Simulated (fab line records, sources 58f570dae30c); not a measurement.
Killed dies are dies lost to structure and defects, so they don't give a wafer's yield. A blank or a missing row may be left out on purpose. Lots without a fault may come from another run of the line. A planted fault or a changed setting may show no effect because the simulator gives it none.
Which tool did it? | flow berkeley_cmos170 | 7 lots, 21 wafers sampled, at 2 steps of a route of 331

WHAT THE GAUGES READ, wafer by wafer
UCB170_V2_THK_MEAS_04.
lot  | measured     | on            | V2_POLISHED_THK (nm)
L605 | day 7 13:10  | film_metro-02 | 1000.5 1000.4 1002.8
L607 | day 8 07:03  | film_metro-03 | 1000.9 1000.9 1000.6
L611 | day 9 03:35  | film_metro-04 | 1001.4 1000.7 1000.9
L613 | day 9 15:59  | film_metro-04 | 999.6 1001.3 1002.5
L616 | day 10 08:46 | film_metro-02 | 1001.3 1001.3 1001.8
L622 | day 11 03:43 | film_metro-04 | 1250.8 1251.9 1250.7
L625 | day 11 22:04 | film_metro-03 | 1250.9 1250.3 1251.4

WHICH TOOL RAN EACH LOT (tool, then ch and the chambers of the sampled wafers, then the start)
lot  | UCB170_V2_CMP_02
L605 | cmp-01 ch 0,1, day 7 12:47
L607 | cmp-01 ch 2,3, day 8 06:39
L611 | cmp-02 ch 1,2, day 9 03:10
L613 | cmp-02 ch 0,2,3, day 9 15:40
L616 | cmp-01 ch 0,1,3, day 10 08:20
L622 | cmp-01 ch 0,2,3, day 11 03:20
L625 | cmp-01 ch 1,2,3, day 11 21:44
- UCB170_V2_CMP_02: polishes SiO2.

THE ANSWER, worked out from the rows above alone
Rule: what is usual is taken from the lots themselves. Put in order of their means at a reading, lots are off if they are a third of the lots or fewer, leave a main group of 4 or more, and stand apart from it by a gap of 3 or more times the standard deviation of the main group's means; of several such gaps the widest counts. A main group whose means are all the same, to the digits that the tables above print for the reading, isn't used. A lot without any number at a reading at which 4 lots or more have one is off too. The other lots that the step has rows for count as sound.
Off: L622, L625, at UCB170_V2_THK_MEAS_04 (V2_POLISHED_THK). The main group: mean 1001.1 nm, standard deviation 0.22.
A tool fits if, at a process step before that reading, it ran every lot that is off, and no sound lot after the first of them. The gauges at UCB170_V2_THK_MEAS_04 are tried like those tools. One fits: cmp-01 at UCB170_V2_CMP_02. Its last sound lot is L616 (day 10 08:20), its first lot that is off L622 (day 11 03:20): a fault that began between those two fits.

WHAT THE SIMULATOR HAD PUT IN
Process parameter drift: cmp-01, from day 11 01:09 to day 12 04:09, at UCB170_V2_CMP_02. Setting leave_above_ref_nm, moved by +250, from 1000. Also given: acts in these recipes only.
Lots struck among those shown: L622, L625. The rule above found the same.
